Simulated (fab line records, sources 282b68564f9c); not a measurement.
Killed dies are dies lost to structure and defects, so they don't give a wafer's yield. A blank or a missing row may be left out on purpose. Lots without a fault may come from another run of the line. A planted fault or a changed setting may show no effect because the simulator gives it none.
fab line records | flow rit_cmos
record lots=6 wafers=18 last_day=7
route steps=202 shown NRETRO@60 PRETRO@64 GATE@75 M1@202
lots that met no fault: from a run of the same line without faults
start_h: hours from the record's first day to the start of the lot's first wafer shown | wait_h: hours since the lot's step before | " the same as in the row above | L1.1+2: a row that stands for several wafers | - no value, or no start given | * or withheld: withheld | < > ~ a bound
route shown NAME@n: a module of which the file shows steps, and the number in the route of the first | usual: mean/standard deviation of fault-free wafers | same: alike in all rows | chamber/n: place in a boat | sites: the reading at each site | _std_site: their standard deviation | _edge_site: outer sites' mean less inner sites' | radius_mm: how far each site lies from the wafer's centre | mask NAME#n: copy n | behind: the tool/chamber that last shaped the wafer | hold: why the lot was held/for how many hours/how that ended | device: the transistor (n, p or np) that didn't switch | end of line: the same wafers' tests at the end of the route | a step without rows: its recipe alone | killed: dies lost to structure and defects at the first sort, not the wafer's yield | map: a wafer's dies, x killed, . not, _ none there
set.NAME: the setting as run; set.NAME@STEP: as run at that earlier step | model.NAME: the simulator's own value behind a step, which no gauge read
lots at some steps of the route; a table a step, a row a wafer
services: from which hour (start_h, from the record's first day; less than 0 if before it) a tool's chamber was out of use, for how many hours, and why
## steps
# step RIT_NRETRO_HARDBAKE_07
# recipe resist=NOVOLAK temp_c=140 time_s=120
# step RIT_NRETRO_IMPLANT_08
# recipe species=P energy_kev=70.76 dose_cm2=1e+13 tilt_deg=7
# step RIT_NRETRO_STRIP_09
# recipe chemistry=O2 time_s=180 resist=NOVOLAK platen_temp_c=withheld power_w=500 pressure_mtorr=4000 o2_flow_sccm=4000
# usual drypump_motor_current_A=5.6/0.37
# columns lot.wafer tool chamber start_h wait_h drypump_motor_current_A rf_hours_counter_h
L608.1 plasma_asher-04 0 58.53 0.1 5.0 26
L608.3 " 0 " " 5.0 -
L608.4 " 1 " " 5.6 -
L610.1 plasma_asher-03 0 67.51 0.1 5.8 41
L610.2 " 1 " " 6.0 41
L610.4 " 1 " " 6.1 -
L619.3 plasma_asher-04 1 112.00 0.1 5.6 -
L619.4 " 0 " " 5.0 -
L619.6 " 1 " " 5.5 -
L620.1 plasma_asher-04 0 115.18 0.1 5.0 32
L620.3 " 0 " " 5.0 -
L620.6 " 1 " " 5.5 -
L623.4 plasma_asher-03 0 132.54 0.1 5.7 -
L623.5 " 1 " " 6.1 -
L623.6 " 0 " " 5.7 -
L625.2 plasma_asher-01 1 144.74 0.1 5.6 3
L625.5 " 0 " " 6.1 -
L625.6 " 1 " " 5.7 -
# step RIT_NRETRO_TW_MEAS_10
# usual NRETRO_TW=1048/10
# columns lot.wafer tool chamber start_h wait_h NRETRO_TW
L608.1 film_metro-04 - 58.75 0.2 1056
L608.3 " - " " 1054
L608.4 " - " " 1054
L610.1 film_metro-02 - 67.68 0.1 1061
L610.2 " - " " 1059
L610.4 " - " " 1057
L619.3 film_metro-03 - 112.14 0.1 1043
L619.4 " - " " 1037
L619.6 " - " " 1032
L620.1 film_metro-04 - 115.36 0.1 1057
L620.3 " - " " 1058
L620.6 " - " " 1054
L623.4 film_metro-03 - 132.69 0.1 1036
L623.5 " - " " 1036
L623.6 " - " " 1035
L625.2 film_metro-02 - 144.92 0.1 1058
L625.5 " - " " 1053
L625.6 " - " " 1051
# step RIT_PRETRO_HMDS_00
# recipe prime_time_s=60 prime_temp_c=140
# step RIT_PRETRO_COAT_01
# recipe resist=NOVOLAK spin_rpm=2000 resist_thk_nm=1300
# step RIT_PRETRO_SOFTBAKE_02
# recipe resist=NOVOLAK temp_c=90 time_s=60
# step RIT_PRETRO_EXPOSE_03
# recipe mask_id=M5 na=0.57 target_cd_nm=43700 dose_mj=250
# step RIT_PRETRO_PEB_04
# recipe resist=NOVOLAK temp_c=withheld time_s=withheld
# step RIT_PRETRO_DEVELOP_05
# recipe resist=NOVOLAK develop_time_s=68 dev_temp_c=23
# step RIT_PRETRO_OVL_MEAS_06
# usual PRETRO_OVL=0.2/1.4
# columns lot.wafer tool chamber start_h wait_h PRETRO_OVL[nm]
L608.1 overlay-02 - 59.69 - 2.0
L608.3 " - " " 0.5
L608.4 " - " " -0.4
L610.1 overlay-02 - 68.62 - 0.2
L610.2 " - " " 0.1
L610.4 " - " " -0.6
L619.3 overlay-01 - 113.24 - 1.9
L619.4 " - " " 2.6
L619.6 " - " " 0.5
L620.1 overlay-01 - 116.42 - 0.7
L620.3 " - " " 0.7
L620.6 " - " " -1.0
L623.4 overlay-02 - 133.90 - 2.4
L623.5 " - " " 0.7
L623.6 " - " " 0.8
L625.2 overlay-02 - 145.86 - -1.4
L625.5 " - " " 0.2
L625.6 " - " " -0.9
# step RIT_PRETRO_HARDBAKE_07
# recipe resist=NOVOLAK temp_c=140 time_s=120
# step RIT_PRETRO_IMPLANT_08
# recipe species=B energy_kev=45 dose_cm2=1.2e+13 tilt_deg=6.798
# usual dose_ions_cm2=1.2001e+13/1.2e+10 faraday_current_uA=38.0/0.83
# columns lot.wafer tool chamber start_h wait_h dose_ions_cm2 faraday_current_uA
L608.1 implanter-03 0 59.97 0.2 1.1988e+13 38.6
L608.3 " 0 " " 1.1987e+13 39.1
L608.4 " 0 " " 1.2011e+13 38.6
L610.1 implanter-01 0 68.91 0.2 1.1991e+13 38.3
L610.2 " 0 " " 1.2017e+13 37.6
L610.4 " 0 " " 1.1989e+13 38.3
L619.3 implanter-03 0 113.56 0.2 1.0551e+13 33.3
L619.4 " 0 " " 1.0573e+13 32.8
L619.6 " 0 " " 1.0581e+13 34.0
L620.1 implanter-03 0 116.71 0.2 1.0571e+13 34.0
L620.3 " 0 " " 1.0573e+13 34.3
L620.6 " 0 " " 1.0585e+13 32.6
L623.4 implanter-01 0 134.32 0.2 1.198e+13 37.2
L623.5 " 0 " " 1.1997e+13 38.3
L623.6 " 0 " " 1.198e+13 38.9
L625.2 implanter-01 0 146.16 0.2 1.2009e+13 38.6
L625.5 " 0 " " 1.2003e+13 39.2
L625.6 " 0 " " 1.2013e+13 37.4
# step RIT_PRETRO_STRIP_09
# recipe chemistry=O2 time_s=180 resist=NOVOLAK platen_temp_c=withheld power_w=500 pressure_mtorr=4000 o2_flow_sccm=4000
# usual drypump_motor_current_A=5.84/0.17
# columns lot.wafer tool chamber start_h wait_h drypump_motor_current_A rf_hours_counter_h
L608.1 plasma_asher-01 1 60.12 0.1 5.61 41
L608.3 " 0 " " 6.10 -
L608.4 " 1 " " 5.68 -
L610.1 plasma_asher-01 1 69.06 0.1 5.62 42
L610.2 " 0 " " 6.10 42
L610.4 " 1 " " 5.62 -
L619.3 plasma_asher-02 1 113.72 0.1 5.87 -
L619.4 " 0 " " 5.74 -
L619.6 " 0 " " 5.74 -
L620.1 plasma_asher-02 1 116.86 0.1 5.87 48
L620.3 " 0 " " 5.73 -
L620.6 " 0 " " 5.71 -
L623.4 plasma_asher-01 0 134.45 0.1 6.10 -
L623.5 " 1 " " 5.65 -
L623.6 " 0 " " 6.11 -
L625.2 plasma_asher-03 1 146.29 0.1 6.02 51
L625.5 " 0 " " 5.63 -
L625.6 " 1 " " 6.02 -
# step RIT_PRETRO_TW_MEAS_10
# usual PRETRO_TW=470/5.2
# columns lot.wafer tool chamber start_h wait_h PRETRO_TW
L608.1 film_metro-03 - 60.30 0.1 473
L608.3 " - " " 471
L608.4 " - " " 469
L610.1 film_metro-04 - 69.23 0.1 477
L610.2 " - " " 475
L610.4 " - " " 476
L619.3 film_metro-04 - 113.86 0.1 459
L619.4 " - " " 459
L619.6 " - " " 459
L620.1 film_metro-03 - 117.03 0.1 452
L620.3 " - " " 449
L620.6 " - " " 449
L623.4 film_metro-01 - 134.60 0.1 464
L623.5 " - " " 467
L623.6 " - " " 466
L625.2 film_metro-03 - 146.47 0.1 466
L625.5 " - " " 470
L625.6 " - " " 466
# step RIT_GATE_WET_ETCH_00
# recipe chemistry=BOE target=SiO2 target_depth_nm=56 time_s=60 dry=n2_spin dilution=10:1 temp_c=21.5
# step RIT_M1_PROBE_99
# usual killed_at_contacts=0.1/0.31 killed_at_front_end=8/3.1 killed_dies=8/3.2 killed_open=3.9/2.2 killed_short=3.8/2.1
# same gross_dies=264 killed_at_M0_to_M3=0 killed_at_M4_up=0 killed_at_back_side=0 killed_at_other=0
# columns lot.wafer tool chamber start_h wait_h killed_at_contacts killed_at_front_end killed_dies killed_open killed_short model.etest.nmos_0p15.off_log10_a_um model.etest.retro_edge_nmos.off_log10_a_um model.etest.diode_nplus_pwell.bv_v model.etest.cap_n_gate.c_min_ff_um2 model.etest.diode_nplus_pwell.cj_ff_um2 model.etest.nmos_0p15.vt_sat_v model.etest.nmos_0p15.vt_v model.etest.nmos_0p3.vt_sat_v
L608.1 prober-02 - 89.03 0.1 1 4 5 1 4 -10.25 -10.11 5.935 2.388 2.077 0.3014 0.4149 0.5611
L608.3 prober-02 - 89.13 0.2 0 8 8 4 4 -10.32 -10.36 5.964 2.374 2.038 0.2929 0.4122 0.5661
L608.4 prober-02 - 89.18 0.2 0 4 4 3 1 -10.03 -10.03 5.929 2.383 2.081 0.2959 0.411 0.5636
L610.1 prober-01 - 99.05 0.1 0 6 6 3 3 -10.37 -10.29 5.778 2.377 2.126 0.3207 0.423 0.5533
L610.2 prober-01 - 99.10 0.1 0 5 5 4 1 -10.14 -9.982 5.777 2.39 2.125 0.3033 0.4133 0.5506
L610.4 prober-01 - 99.20 0.2 0 8 8 2 6 -10.38 -10.35 5.809 2.382 2.12 0.3138 0.4199 0.5502
L619.3 prober-02 - 139.14 0.2 0 8 8 5 3 -9.514 -9.314 6.071 2.324 2.023 0.2541 0.3803 0.5443
L619.4 prober-02 - 139.19 0.2 0 11 11 5 6 -9.536 -9.425 6.052 2.33 2.042 0.2557 0.3845 0.5424
L619.6 prober-02 - 139.29 0.2 0 5 5 3 2 -9.638 -9.656 6.072 2.329 2.035 0.2467 0.373 0.5385
L620.1 prober-01 - 144.93 0.1 0 5 5 4 1 -9.702 -9.591 6.063 2.343 2.034 0.2638 0.379 0.5248
L620.3 prober-01 - 145.03 0.2 0 9 9 3 6 -9.504 -9.583 6.124 2.347 2.026 0.2571 0.3712 0.5172
L620.6 prober-01 - 145.18 0.2 0 13 13 9 4 -9.655 -9.483 6.094 2.361 2.033 0.2598 0.3738 0.5175
L623.4 prober-02 - 162.47 0.2 0 2 2 1 1 -10.51 -10.26 5.826 2.369 2.109 0.325 0.421 0.5417
L623.5 prober-02 - 162.52 0.2 0 4 4 0 4 -10.51 -10.31 5.968 2.36 2.071 0.3189 0.4225 0.5547
L623.6 prober-02 - 162.57 0.2 0 5 5 3 2 -10.67 -10.49 5.872 2.357 2.108 0.3223 0.4225 0.5486
L625.2 prober-02 - 172.85 0.1 0 5 5 4 1 -10.33 -10.25 5.901 2.359 2.078 0.3109 0.4176 0.5543
L625.5 prober-02 - 173.00 0.2 0 6 6 2 4 -10.32 -10.27 5.864 2.369 2.085 0.3097 0.4137 0.549
L625.6 prober-02 - 173.05 0.2 0 6 6 3 3 -10.4 -10.31 5.84 2.363 2.095 0.3211 0.4234 0.55
# killed by level:class
L608.1 REOX:geometric_particle:short=2 FOX1:geometric_particle:open=1 GATE:geometric_particle:short=1 CONTACT:geometric_particle:short=1
L608.3 FOX2:geometric_particle:short=2 GATE:geometric_particle:open=2 FOX1:geometric_particle:open=1 GATE:geometric_particle:short=1 SPACER:geometric_particle:short=1 SPACER:geometric_particle:open=1
L608.4 SPACER:geometric_particle:open=2 FOX1:geometric_particle:open=1 SPACER:geometric_particle:short=1
L610.1 FOX2:geometric_particle:short=1 GATE:geometric_particle:short=1 GATE:geometric_particle:open=1 SPACER:geometric_particle:open=1 SILICIDE:geometric_particle:open=1 SILICIDE:geometric_particle:short=1
L610.2 GATE:geometric_particle:open=2 REOX:geometric_particle:open=1 SPACER:geometric_particle:open=1 SILICIDE:geometric_particle:short=1
L610.4 REOX:geometric_particle:short=2 SPACER:geometric_particle:short=2 FOX1:geometric_particle:open=1 FOX2:geometric_particle:short=1 GATE:geometric_particle:short=1 SPACER:geometric_particle:open=1
L619.3 GATE:geometric_particle:open=5 REOX:geometric_particle:short=2 FOX1:geometric_particle:short=1
L619.4 GATE:geometric_particle:open=2 SPACER:geometric_particle:short=2 FOX1:geometric_particle:open=1 FOX2:geometric_particle:short=1 GATE:geometric_particle:short=1 REOX:geometric_particle:open=1 REOX:geometric_particle:short=1 SPACER:geometric_particle:open=1
L619.6 GATE:geometric_particle:open=3 FOX2:geometric_particle:short=1 REOX:geometric_particle:short=1
L620.1 FOX1:geometric_particle:open=2 FOX1:geometric_particle:short=1 GATE:geometric_particle:open=1 REOX:geometric_particle:open=1
L620.3 REOX:geometric_particle:short=2 SILICIDE:geometric_particle:short=2 FOX1:geometric_particle:open=1 FOX2:geometric_particle:open=1 GATE:geometric_particle:open=1 GATE:geometric_particle:short=1 SPACER:geometric_particle:short=1
L620.6 GATE:geometric_particle:open=6 GATE:geometric_particle:short=2 SILICIDE:geometric_particle:open=2 FOX1:geometric_particle:open=1 FOX2:geometric_particle:short=1 SPACER:geometric_particle:short=1
L623.4 SPACER:geometric_particle:open=1 SILICIDE:geometric_particle:short=1
L623.5 FOX1:geometric_particle:short=2 GATE:geometric_particle:short=1 REOX:geometric_particle:short=1
L623.6 GATE:geometric_particle:open=2 FOX1:geometric_particle:open=1 GATE:geometric_particle:short=1 REOX:geometric_particle:short=1
L625.2 FOX1:geometric_particle:open=2 ACTIVE:geometric_particle:short=1 FOX2:geometric_particle:open=1 REOX:geometric_particle:open=1
L625.5 SPACER:geometric_particle:short=3 FOX1:geometric_particle:short=1 FOX2:geometric_particle:open=1 SPACER:geometric_particle:open=1
L625.6 FOX1:geometric_particle:short=2 SPACER:geometric_particle:open=2 REOX:geometric_particle:open=1 REOX:geometric_particle:short=1
## services
# columns tool chamber start_h hours kind
plasma_asher-01 - 55.06 1.2 repair
implanter-03 - 57.50 1.7 repair
implanter-03 - 65.47 4.7 pm
implanter-03 - 70.16 3.2 pm
plasma_asher-02 - 72.75 2.8 pm
implanter-01 - 82.18 4.4 pm
implanter-03 - 84.58 10.2 repair
plasma_asher-01 - 108.90 9.0 pm
plasma_asher-01 0 108.90 9.0 vent_cycle
plasma_asher-01 1 108.90 9.0 vent_cycle
plasma_asher-01 0 117.90 - clean
plasma_asher-01 1 117.90 - clean
plasma_asher-04 - 132.08 5.2 repair
## key
first_sign step=RIT_PRETRO_IMPLANT_08 reading=dose_ions_cm2 direction=down sigmas=99+ usual=1.2001e+13 struck=1.0572e+13
effect step=RIT_PRETRO_IMPLANT_08 reading=faraday_current_uA direction=down sigmas=5.4 usual=38.0 struck=33.5
effect step=RIT_PRETRO_TW_MEAS_10 reading=PRETRO_TW direction=down sigmas=3 usual=470 struck=454
model_effect step=RIT_M1_PROBE_99 value=etest.nmos_0p15.off_log10_a_um without=-10.01 struck=-9.591
met_at RIT_PRETRO_IMPLANT_08
struck_wafers L619.3,L619.4,L619.6,L620.1,L620.3,L620.6
tester_left_out L619,L620
onset_between 59.97 113.56
fault kind=process_parameter_drift tool=implanter-03 chamber=- onset_h=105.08 steps=RIT_PRETRO_IMPLANT_08 channel=dose_cm2 offset=-1.44e+12 shape=step end_h=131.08 acts_in=these_recipes_only stated=1.2e+13
# tester_left_out: of these lots the tester's yield and bins aren't shown, on N5 and GAA mostly nor the transistor test; their killed dies are dies lost to structure and defects alone, not to doping, threshold or leakage, so they don't give the yield
